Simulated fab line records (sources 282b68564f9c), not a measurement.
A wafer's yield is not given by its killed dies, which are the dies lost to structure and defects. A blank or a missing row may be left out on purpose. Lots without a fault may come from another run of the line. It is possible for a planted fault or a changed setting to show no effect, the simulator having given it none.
Which of the tools did it? -- flow rit-cmos -- 14 lots, 42 wafers sampled, at 1 step of a route of 202

## WHAT EACH GAUGE READ, for each wafer
No reading from a measuring or inspecting step in the record can be judged against a usual standard deviation.

## WHAT TOOL EACH LOT RAN ON (gives the tool, then ch and the chambers of the sampled wafers, and finally the start)
lot,RIT_NLDD_COAT_01
L736,"litho-track-03 ch 0, day 2 19:37"
L737,"litho-track-03 ch 0, day 2 22:13"
L738,"litho-track-03 ch 0, day 3 05:21"
L739,"litho-track-02 ch 0, day 3 12:34"
L740,"litho-track-04 ch 0, day 3 15:04"
L743,"litho-track-03 ch 0, day 4 06:01"
L744,"litho-track-02 ch 0, day 4 13:41"
L745,"litho-track-03 ch 0, day 4 19:41"
L748,"litho-track-03 ch 0, day 5 10:10"
L749,"litho-track-02 ch 0, day 5 11:52"
L750,"litho-track-02 ch 0, day 5 20:04"
L751,"litho-track-03 ch 0, day 6 03:53"
L756,"litho-track-03 ch 0, day 7 01:20"
L758,"litho-track-03 ch 0, day 7 12:41"
- RIT_NLDD_COAT_01: resist thk 1000 nm.

## WHAT THE TOOLS THEMSELVES READ (means of the sampled wafers that have a number; where no wafer has one, the mark that the record gives instead)
RIT_NLDD_COAT_01.
lot,tool,exhaust-pa (Pa),spin-speed-rpm (rpm)
L736,litho-track-03,44.9,3252.8
L737,litho-track-03,46.0,3251.1
L738,litho-track-03,44.6,3249.7
L739,litho-track-02,45.0,3251.1
L740,litho-track-04,45.1,3247.9
L743,litho-track-03,45.1,3252.1
L744,litho-track-02,45.8,3248.9
L745,litho-track-03,45.2,3248.8
L748,litho-track-03,45.3,3250.4
L749,litho-track-02,43.5,3246.7
L750,litho-track-02,43.8,3250.6
L751,litho-track-03,45.9,3249.8
L756,litho-track-03,45.2,2161.5
L758,litho-track-03,46.1,2158.6

## THE ANSWER, worked out from the rows above alone
Rule: what is usual is taken from the lots themselves. Put in order of their means at a reading, lots are off if they are a third of the lots or fewer, leave a main group of 4 or more, and stand apart from it by a gap of 3 or more times the standard deviation of the main group's means; of several such gaps the widest counts. Not used: any main group whose means are identical at the precision the tables above print for the reading. Also off: a lot with no number at a reading for which 4 or more lots have one. Any other lot the step has rows for is counted as sound. After the gauges, taken in route order, come the tools' own readings; for these a lot's mean is taken, as printed above. The first step at which some lot is off is used, and at that step the reading that is off furthest; a lot without a number counts as furthest.
Off, at RIT_NLDD_COAT_01 on spin-speed-rpm: L756, L758. The main group has a mean of 3250.0 rpm with a standard deviation of 1.7.
A tool fits if, at that step or a process step before it, it ran every lot that is off, and no sound lot after the first of them. One fits: litho-track-03 at RIT_NLDD_COAT_01. Its last sound lot is L751 (day 6 03:53), its first lot that is off L756 (day 7 01:20): a fault that began between those two fits.
The tool's own readings at RIT_NLDD_COAT_01 bear it out: on the lots that are off they differ by more than 5 times the standard deviation of the sound lots' means. spin-speed-rpm reads 2160.1 rpm there against 3250.0 rpm on the sound lots.

## WHAT THE SIMULATOR PUT IN
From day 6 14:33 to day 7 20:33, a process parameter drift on litho-track-03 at RIT_NLDD_COAT_01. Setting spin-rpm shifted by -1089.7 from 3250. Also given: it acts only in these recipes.
Shown lots that were struck: L756, L758. This agrees with what the rule above found.
